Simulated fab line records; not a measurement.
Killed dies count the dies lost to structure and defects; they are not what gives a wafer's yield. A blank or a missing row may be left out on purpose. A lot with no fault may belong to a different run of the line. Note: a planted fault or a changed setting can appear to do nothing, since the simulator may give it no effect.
Which of the tools did it? / flow berkeleyCmos170 / 42 wafers from 14 lots sampled at 6 of the route's 331 steps

## WHAT THE GAUGES READ, wafer by wafer
UCB170_PVT_TW_MEAS_09. Usual: for PVT_TW the level is 510 and the standard deviation is 3.8.
lot=L959; measured=day 5 10:51; on=filmMetro-02; PVT_TW=509 514 511; flag=
lot=L960; measured=day 5 15:25; on=filmMetro-04; PVT_TW=508 508 505; flag=
lot=L961; measured=day 6 02:52; on=filmMetro-02; PVT_TW=516 514 515; flag=
lot=L962; measured=day 6 09:37; on=filmMetro-03; PVT_TW=512 509 510; flag=
lot=L963; measured=day 6 09:41; on=filmMetro-04; PVT_TW=504 502 503; flag=
lot=L969; measured=day 7 10:43; on=filmMetro-04; PVT_TW=504 503 506; flag=
lot=L972; measured=day 7 17:44; on=filmMetro-03; PVT_TW=513 511 514; flag=
lot=L974; measured=day 8 20:41; on=filmMetro-04; PVT_TW=507 508 506; flag=
lot=L976; measured=day 9 01:45; on=filmMetro-03; PVT_TW=511 513 516; flag=
lot=L977; measured=day 9 02:44; on=filmMetro-04; PVT_TW=505 505 505; flag=
lot=L975; measured=day 9 02:44; on=filmMetro-02; PVT_TW=512 513 511; flag=
lot=L980; measured=day 9 23:29; on=filmMetro-03; PVT_TW=517 514 513; flag=
lot=L979; measured=day 10 00:35; on=filmMetro-03; PVT_TW=512 509 509; flag=
lot=L982; measured=day 10 08:20; on=filmMetro-03; PVT_TW=509 508 509; flag=

UCB170_GATE_CD_MEAS_12: the cd target is 350 nm. Usual: cdNm reads 350.1 nm (standard deviation 1.5).
lot=L959; measured=day 5 21:28; on=cdSem-01; cdNm (nm)=349.8 348.1 347.9; flag=
lot=L960; measured=day 6 06:43; on=cdSem-01; cdNm (nm)=349.9 349.2 350.0; flag=
lot=L961; measured=day 6 14:19; on=cdSem-01; cdNm (nm)=350.7 351.5 351.6; flag=
lot=L962; measured=day 6 21:26; on=cdSem-02; cdNm (nm)=351.0 350.2 351.2; flag=
lot=L963; measured=day 6 21:59; on=cdSem-01; cdNm (nm)=349.6 348.8 349.2; flag=
lot=L969; measured=day 7 19:59; on=cdSem-01; cdNm (nm)=351.2 351.6 351.3; flag=
lot=L972; measured=day 8 04:49; on=cdSem-01; cdNm (nm)=349.2 350.7 349.7; flag=
lot=L974; measured=day 9 08:18; on=cdSem-01; cdNm (nm)=348.2 347.3 349.1; flag=
lot=L976; measured=day 9 11:55; on=cdSem-01; cdNm (nm)=349.1 348.1 349.9; flag=
lot=L977; measured=day 9 11:45; on=cdSem-01; cdNm (nm)=348.8 348.2 349.6; flag=
lot=L975; measured=day 9 12:07; on=cdSem-01; cdNm (nm)=348.7 349.6 346.3; flag=
lot=L980; measured=day 10 11:18; on=cdSem-01; cdNm (nm)=348.8 349.3 349.2; flag=
lot=L979; measured=day 10 11:05; on=cdSem-02; cdNm (nm)=350.5 351.3 350.5; flag=
lot=L982; measured=day 10 20:17; on=cdSem-01; cdNm (nm)=352.1 353.1 351.1; flag=

UCB170_NLDD_TW_MEAS_11. Usual: for NLDD_TW the level is 2214 and the standard deviation is 18.
lot=L959; measured=day 6 04:05; on=filmMetro-02; NLDD_TW=2226 2235 2237; flag=
lot=L960; measured=day 6 14:20; on=filmMetro-04; NLDD_TW=2188 2190 2191; flag=
lot=L961; measured=day 6 18:51; on=filmMetro-04; NLDD_TW=2176 2181 2187; flag=
lot=L962; measured=day 7 01:16; on=filmMetro-04; NLDD_TW=2196 2208 2189; flag=
lot=L963; measured=day 7 02:14; on=filmMetro-04; NLDD_TW=2192 2191 2202; flag=
lot=L969; measured=day 8 00:41; on=filmMetro-01; NLDD_TW=2438 2452 2456; flag=OFF
lot=L972; measured=day 8 09:45; on=filmMetro-04; NLDD_TW=2420 2420 2421; flag=OFF
lot=L974; measured=day 9 12:34; on=filmMetro-01; NLDD_TW=2228 2218 2225; flag=
lot=L976; measured=day 9 16:29; on=filmMetro-02; NLDD_TW=2220 2239 2238; flag=
lot=L977; measured=day 9 16:16; on=filmMetro-04; NLDD_TW=2178 2187 2184; flag=
lot=L975; measured=day 9 16:49; on=filmMetro-04; NLDD_TW=2197 2191 2191; flag=
lot=L980; measured=day 10 15:38; on=filmMetro-02; NLDD_TW=2230 2234 2232; flag=
lot=L979; measured=day 10 15:16; on=filmMetro-04; NLDD_TW=2207 2193 2214; flag=
lot=L982; measured=day 11 04:01; on=filmMetro-04; NLDD_TW=2195 2201 2198; flag=

UCB170_PSD_CD_MEAS_06: the cd target is 1200 nm. Usual: cdNm reads 1200.0 nm (standard deviation 1.1).
lot=L959; measured=day 6 09:11; on=cdSem-02; cdNm (nm)=1200.8 1200.9 1201.1; flag=
lot=L960; measured=day 6 22:01; on=cdSem-02; cdNm (nm)=1200.2 1199.9 1199.6; flag=
lot=L961; measured=day 7 00:00; on=cdSem-01; cdNm (nm)=1198.2 1197.9 1198.2; flag=
lot=L962; measured=day 7 06:24; on=cdSem-01; cdNm (nm)=1200.2 1201.7 1201.4; flag=
lot=L963; measured=day 7 06:17; on=cdSem-01; cdNm (nm)=1200.0 1200.5 1200.0; flag=
lot=L969; measured=day 8 05:16; on=cdSem-01; cdNm (nm)=1199.9 1198.9 1199.3; flag=
lot=L972; measured=day 8 15:59; on=cdSem-01; cdNm (nm)=1198.3 1197.6 1199.3; flag=
lot=L974; measured=day 9 17:21; on=cdSem-02; cdNm (nm)=1201.6 1200.6 1200.9; flag=
lot=L976; measured=day 9 22:06; on=cdSem-01; cdNm (nm)=1200.5 1198.4 1200.2; flag=
lot=L977; measured=day 9 21:55; on=cdSem-02; cdNm (nm)=1200.6 1199.8 1199.2; flag=
lot=L975; measured=day 9 22:20; on=cdSem-01; cdNm (nm)=1198.5 1199.0 1199.3; flag=
lot=L980; measured=day 10 22:31; on=cdSem-02; cdNm (nm)=1201.3 1201.2 1201.5; flag=
lot=L979; measured=day 10 22:04; on=cdSem-02; cdNm (nm)=1200.4 1200.6 1199.8; flag=
lot=L982; measured=day 11 09:18; on=cdSem-01; cdNm (nm)=1200.2 1199.3 1200.6; flag=

UCB170_SDANNEAL_RS_MEAS_05: the measuring method here is four-point-probe. Usual: for NLDD_RS the level is 617.9 ohm/sq and the standard deviation is 1.6.
lot=L959; measured=day 6 14:12; on=filmMetro-01; NLDD_RS (ohm/sq)=622.1 620.1 617.5; flag=
lot=L960; measured=day 7 03:10; on=filmMetro-01; NLDD_RS (ohm/sq)=618.6 618.9 618.6; flag=
lot=L961; measured=day 7 03:28; on=filmMetro-02; NLDD_RS (ohm/sq)=620.3 619.7 618.2; flag=
lot=L962; measured=day 7 10:26; on=filmMetro-01; NLDD_RS (ohm/sq)=618.4 617.3 616.5; flag=
lot=L963; measured=day 7 10:04; on=filmMetro-02; NLDD_RS (ohm/sq)=617.6 616.9 617.1; flag=
lot=L969; measured=day 8 09:12; on=filmMetro-04; NLDD_RS (ohm/sq)=480.9 480.6 481.3; flag=OFF
lot=L972; measured=day 8 21:46; on=filmMetro-01; NLDD_RS (ohm/sq)=483.3 482.2 483.4; flag=OFF
lot=L974; measured=day 9 20:50; on=filmMetro-01; NLDD_RS (ohm/sq)=616.9 617.6 617.8; flag=
lot=L976; measured=day 10 04:47; on=filmMetro-02; NLDD_RS (ohm/sq)=617.0 617.3 617.9; flag=
lot=L977; measured=day 10 02:33; on=filmMetro-01; NLDD_RS (ohm/sq)=618.1 618.5 619.9; flag=
lot=L975; measured=day 10 02:41; on=filmMetro-02; NLDD_RS (ohm/sq)=619.3 619.2 619.1; flag=
lot=L980; measured=day 11 04:32; on=filmMetro-02; NLDD_RS (ohm/sq)=614.9 616.4 616.8; flag=
lot=L979; measured=day 11 03:17; on=filmMetro-02; NLDD_RS (ohm/sq)=622.0 620.4 620.7; flag=
lot=L982; measured=day 11 14:53; on=filmMetro-02; NLDD_RS (ohm/sq)=618.0 618.5 618.1; flag=

## WHICH TOOL RAN EACH LOT (tool, then ch and the chambers of the sampled wafers, then the start)
lot=L959; UCB170_NLDD_IMPLANT_09=implanter-03 ch 0, day 6 03:52
lot=L960; UCB170_NLDD_IMPLANT_09=implanter-03 ch 0, day 6 14:05
lot=L961; UCB170_NLDD_IMPLANT_09=implanter-04 ch 0, day 6 18:36
lot=L962; UCB170_NLDD_IMPLANT_09=implanter-02 ch 0, day 7 01:02
lot=L963; UCB170_NLDD_IMPLANT_09=implanter-02 ch 0, day 7 01:59
lot=L969; UCB170_NLDD_IMPLANT_09=implanter-02 ch 0, day 8 00:26
lot=L972; UCB170_NLDD_IMPLANT_09=implanter-02 ch 0, day 8 09:33
lot=L974; UCB170_NLDD_IMPLANT_09=implanter-04 ch 0, day 9 12:22
lot=L976; UCB170_NLDD_IMPLANT_09=implanter-04 ch 0, day 9 16:16
lot=L977; UCB170_NLDD_IMPLANT_09=implanter-03 ch 0, day 9 16:01
lot=L975; UCB170_NLDD_IMPLANT_09=implanter-03 ch 0, day 9 16:34
lot=L980; UCB170_NLDD_IMPLANT_09=implanter-03 ch 0, day 10 15:25
lot=L979; UCB170_NLDD_IMPLANT_09=implanter-04 ch 0, day 10 15:03
lot=L982; UCB170_NLDD_IMPLANT_09=implanter-02 ch 0, day 11 03:46
- UCB170_NLDD_IMPLANT_09

## AS READ BY THE TOOLS THEMSELVES (means over the sampled wafers that have a number; for cases with no such wafer, the mark the record gives instead)
UCB170_NLDD_IMPLANT_09. Usual: doseIonsCm2 4.999e+13, standard deviation 4.9e+10; faradayCurrentUA 159, standard deviation 3.1.
lot=L959 tool=implanter-03 doseIonsCm2=5.003e+13 faradayCurrentUA=163 flag=
lot=L960 tool=implanter-03 doseIonsCm2=5.000e+13 faradayCurrentUA=159 flag=
lot=L961 tool=implanter-04 doseIonsCm2=5.000e+13 faradayCurrentUA=160 flag=
lot=L962 tool=implanter-02 doseIonsCm2=5.002e+13 faradayCurrentUA=159 flag=
lot=L963 tool=implanter-02 doseIonsCm2=4.996e+13 faradayCurrentUA=156 flag=
lot=L969 tool=implanter-02 doseIonsCm2=9.310e+13 faradayCurrentUA=298 flag=OFF
lot=L972 tool=implanter-02 doseIonsCm2=9.308e+13 faradayCurrentUA=303 flag=OFF
lot=L974 tool=implanter-04 doseIonsCm2=4.995e+13 faradayCurrentUA=160 flag=
lot=L976 tool=implanter-04 doseIonsCm2=5.001e+13 faradayCurrentUA=159 flag=
lot=L977 tool=implanter-03 doseIonsCm2=4.996e+13 faradayCurrentUA=160 flag=
lot=L975 tool=implanter-03 doseIonsCm2=4.997e+13 faradayCurrentUA=155 flag=
lot=L980 tool=implanter-03 doseIonsCm2=4.995e+13 faradayCurrentUA=158 flag=
lot=L979 tool=implanter-04 doseIonsCm2=4.997e+13 faradayCurrentUA=161 flag=
lot=L982 tool=implanter-02 doseIonsCm2=4.994e+13 faradayCurrentUA=157 flag=

## THE ANSWER, worked out from the rows above alone
Rule: lot off if the mean of its wafers having a number is beyond 3 standard deviations from the usual mean. A lot without any number at a reading at which 4 lots or more have one is off too. Any other lot the step has rows for is counted as sound. Order of review: gauges by route order, followed by the tools' own readings, for which a lot's mean as printed above is used. At the first step where some lot is off, the reading lying furthest off is the one used; lots without a number count as furthest.
Off: L969, L972, at UCB170_NLDD_TW_MEAS_11 (NLDD_TW).
If a tool, at a process step before that reading, ran all the lots that are off and no sound lot after the first of them, it fits. The gauges at UCB170_NLDD_TW_MEAS_11 aren't tried: what is off there is off at UCB170_NLDD_IMPLANT_09 too, on other tools, and a gauge's error can't cause that. Of those tried, none fits.

## WHAT THE SIMULATOR HAD INSERTED
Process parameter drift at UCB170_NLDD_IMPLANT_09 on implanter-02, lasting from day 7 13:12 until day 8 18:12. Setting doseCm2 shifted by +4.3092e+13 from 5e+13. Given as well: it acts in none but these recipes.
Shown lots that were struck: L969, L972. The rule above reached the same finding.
